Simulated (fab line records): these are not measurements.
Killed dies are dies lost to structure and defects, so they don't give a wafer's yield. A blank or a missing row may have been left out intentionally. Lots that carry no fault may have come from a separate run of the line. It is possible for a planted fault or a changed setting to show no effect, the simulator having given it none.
Which of the tools did it?    flow rit cmos    14 lots, 42 wafers sampled, at 6 steps of a route of 202

WHAT EACH GAUGE READ, for each wafer
RIT_WELLDRIVE_RS_MEAS_01: uses a four-point probe to measure.
lot   measured     on             NWELL_RS (ohm/sq)
L908  day 2 11:40  film metro-03  274.8 275.0 274.4
L910  day 2 18:59  film metro-03  276.5 276.0 275.6
L913  day 3 11:20  film metro-01  275.1 274.5 275.1
L914  day 3 14:59  film metro-03  277.1 276.3 276.1
L915  day 3 19:53  film metro-02  275.8 275.7 274.8
L916  day 4 00:52  film metro-01  275.9 275.6 276.7
L917  day 4 05:55  film metro-02  275.3 274.5 275.5
L918  day 4 10:59  film metro-01  274.9 275.4 275.4
L919  day 4 16:43  film metro-03  276.1 276.4 276.2
L920  day 4 21:48  film metro-03  276.4 276.6 275.5
L924  day 5 16:54  film metro-01  276.5 276.8 275.5
L925  day 5 22:47  film metro-01  275.0 275.2 276.1
L928  day 6 13:30  film metro-01  275.8 275.9 275.4
L929  day 6 18:44  film metro-01  275.5 276.0 275.7

RIT_SPACER_THK_MEAS_04.
lot   measured     on             SPACER_NITRIDE_THK (nm)
L908  day 3 04:46  film metro-04  249.8 249.4 250.6
L910  day 3 12:27  film metro-02  246.1 246.6 245.7
L913  day 4 04:18  film metro-01  248.9 247.4 250.5
L914  day 4 08:23  film metro-04  244.9 247.0 245.7
L915  day 4 13:07  film metro-01  248.3 250.0 248.3
L916  day 4 19:19  film metro-02  246.8 250.0 248.0
L917  day 4 23:42  film metro-02  247.1 248.9 248.5
L918  day 5 05:40  film metro-04  251.0 249.2 251.7
L919  day 5 10:56  film metro-01  248.9 246.5 247.2
L920  day 5 15:17  film metro-01  351.4 348.7 349.8
L924  day 6 11:38  film metro-01  342.7 341.6 342.7
L925  day 6 17:06  film metro-01  246.6 245.9 247.0
L928  day 7 06:27  film metro-01  246.8 247.7 247.5
L929  day 7 12:11  film metro-02  249.3 249.4 249.4

RIT_SILICIDE_THK_MEAS_03: measures by xrf.
lot   measured     on             SILICIDE_TI_THK (nm)
L908  day 3 09:37  film metro-01  29.18 28.76 29.02
L910  day 3 17:23  film metro-01  29.37 29.47 29.86
L913  day 4 08:35  film metro-03  29.31 29.11 29.28
L914  day 4 12:38  film metro-03  29.25 29.04 29.29
L915  day 4 17:53  film metro-01  28.90 29.04 28.84
L916  day 4 23:46  film metro-01  28.69 28.74 28.58
L917  day 5 04:16  film metro-01  29.30 28.83 28.91
L918  day 5 10:16  film metro-01  29.14 29.52 29.07
L919  day 5 15:26  film metro-03  29.30 29.14 29.60
L925  day 6 21:29  film metro-01  29.71 29.46 29.29
L928  day 7 10:56  film metro-04  28.57 28.73 28.87
L929  day 7 16:33  film metro-01  28.65 28.75 28.91

RIT_CONTACT_CD_MEAS_90 targets a cd of 1000 nm.
lot   measured     on         cd nm (nm)
L908  day 3 11:41  cd sem-01  1001.4 1000.5 1000.1
L910  day 3 19:30  cd sem-01  1000.7 1000.8 1000.4
L913  day 4 10:41  cd sem-01  997.2 997.7 996.0
L914  day 4 15:08  cd sem-02  1000.8 999.1 999.1
L915  day 4 19:55  cd sem-01  999.8 999.1 1002.1
L916  day 5 01:57  cd sem-01  996.7 996.4 998.1
L917  day 5 06:23  cd sem-02  998.7 999.9 999.3
L918  day 5 12:17  cd sem-01  1000.2 1001.6 1000.9
L919  day 5 17:29  cd sem-02  998.6 997.8 997.0
L925  day 6 23:37  cd sem-01  997.8 1000.2 1000.0
L928  day 7 12:56  cd sem-01  995.9 996.5 995.9
L929  day 7 18:34  cd sem-01  1001.0 999.3 997.3

WHAT TOOL EACH LOT RAN ON (gives the tool, then ch and the chambers of the sampled wafers, and finally the start)
lot   RIT_SPACER_CVD_03           RIT_SPACER_ETCHBACK_05
L908  lpcvd-01 ch 0, day 3 02:50  rie diel-02 ch 1,3, day 3 04:49
L910  lpcvd-02 ch 0, day 3 10:32  rie diel-01 ch 1,2, day 3 12:31
L913  lpcvd-02 ch 0, day 4 02:23  rie diel-04 ch 0,1,3, day 4 04:22
L914  lpcvd-02 ch 0, day 4 06:28  rie diel-02 ch 0,3, day 4 08:26
L915  lpcvd-02 ch 1, day 4 11:11  rie diel-01 ch 0,2,3, day 4 13:10
L916  lpcvd-01 ch 0, day 4 17:22  rie diel-01 ch 0,1,3, day 4 19:21
L917  lpcvd-02 ch 1, day 4 21:47  rie diel-04 ch 0,1,2, day 4 23:46
L918  lpcvd-01 ch 0, day 5 03:45  rie diel-02 ch 0,2,3, day 5 05:44
L919  lpcvd-01 ch 1, day 5 08:59  rie diel-02 ch 0,3, day 5 10:58
L920  lpcvd-01 ch 0, day 5 13:21  rie diel-04 ch 0,2,3, day 5 15:19
L924  lpcvd-01 ch 1, day 6 09:42  rie diel-04 ch 0,2, day 6 11:41
L925  lpcvd-02 ch 1, day 6 15:10  rie diel-04 ch 0,1,2, day 6 17:09
L928  lpcvd-02 ch 1, day 7 04:32  rie diel-01 ch 0,1,3, day 7 06:31
L929  lpcvd-02 ch 0, day 7 10:16  rie diel-04 ch 0,1,3, day 7 12:14
- RIT_SPACER_CVD_03: deposits Si3N4 from SiH2Cl2/NH3, target thk 250 nm, time 3300 s.
- RIT_SPACER_ETCHBACK_05: etches Si3N4 in SF6/CHF3, stops on SiO2, target depth 250 nm, time 240 s.

WHAT THE TOOLS THEMSELVES READ (means of the sampled wafers that have a number; where no wafer has one, the mark that the record gives instead)
RIT_SPACER_CVD_03.
lot   tool      zone power load pct (%)
L908  lpcvd-01  23.3
L910  lpcvd-02  21.5
L913  lpcvd-02  21.6
L914  lpcvd-02  21.4
L915  lpcvd-02  21.8
L916  lpcvd-01  23.2
L917  lpcvd-02  21.7
L918  lpcvd-01  23.2
L919  lpcvd-01  22.9
L920  lpcvd-01  23.2
L924  lpcvd-01  22.9
L925  lpcvd-02  21.8
L928  lpcvd-02  21.5
L929  lpcvd-02  21.8

RIT_SPACER_ETCHBACK_05.
lot   tool         drypump motor current A (A)  oes product au (a.u.)  rf fwd power W (W)  throttle valve pct (%)
L908  rie diel-02  6.2                          0.843                  250.0               10.24
L910  rie diel-01  5.6                          0.837                  249.7               10.25
L913  rie diel-04  5.4                          0.848                  249.5               10.08
L914  rie diel-02  5.2                          0.836                  248.5               10.37
L915  rie diel-01  6.0                          0.845                  249.7               10.24
L916  rie diel-01  5.7                          0.842                  249.4               10.26
L917  rie diel-04  5.3                          0.851                  249.0               10.18
L918  rie diel-02  5.5                          0.845                  249.7               10.35
L919  rie diel-02  5.2                          0.836                  248.4               10.35
L920  rie diel-04  5.6                          1.010                  249.6               10.23
L924  rie diel-04  5.5                          1.011                  249.7               10.32
L925  rie diel-04  5.3                          0.846                  249.2               10.17
L928  rie diel-01  5.7                          0.837                  249.1               10.26
L929  rie diel-04  5.4                          0.851                  249.4               10.09

THE ANSWER, worked out from the rows above alone
Rule: the usual values come from the lots themselves. Put in order of their means at a reading, lots are off if they are a third of the lots or fewer, leave a main group of 4 or more, and stand apart from it by a gap of 3 or more times the standard deviation of the main group's means; of several such gaps the widest counts. A main group whose means are all the same, to the digits that the tables above print for the reading, isn't used. A lot without any number at a reading at which 4 lots or more have one is off too. The other lots that the step has rows for count as sound. The gauges are gone through in route order, then the tools' own readings, and for those a lot's mean is taken as printed above. At the first step where some lot is off, the reading lying furthest off is the one used; lots without a number count as furthest.
Off: L920, L924, at RIT_SPACER_THK_MEAS_04 (SPACER_NITRIDE_THK). The main group: mean 248.1 nm, standard deviation 1.4.
A tool fits if, at a process step before that reading, it ran every lot that is off, and no sound lot after the first of them. The gauges at RIT_SPACER_THK_MEAS_04 aren't tried: what is off there is off at RIT_SPACER_ETCHBACK_05 too, on other tools, and a gauge's error can't cause that. One candidate fits, namely lpcvd-01 at RIT_SPACER_CVD_03. A fault onset in the window from L919 (day 5 08:59, its last sound lot) to L920 (day 5 13:21, its first lot off) fits.

WHAT THE SIMULATOR HAD INSERTED
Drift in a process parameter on lpcvd-01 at RIT_SPACER_CVD_03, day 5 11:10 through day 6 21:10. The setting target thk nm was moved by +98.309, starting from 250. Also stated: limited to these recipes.
Struck lots among those shown: L920, L924. Same finding as the rule above.
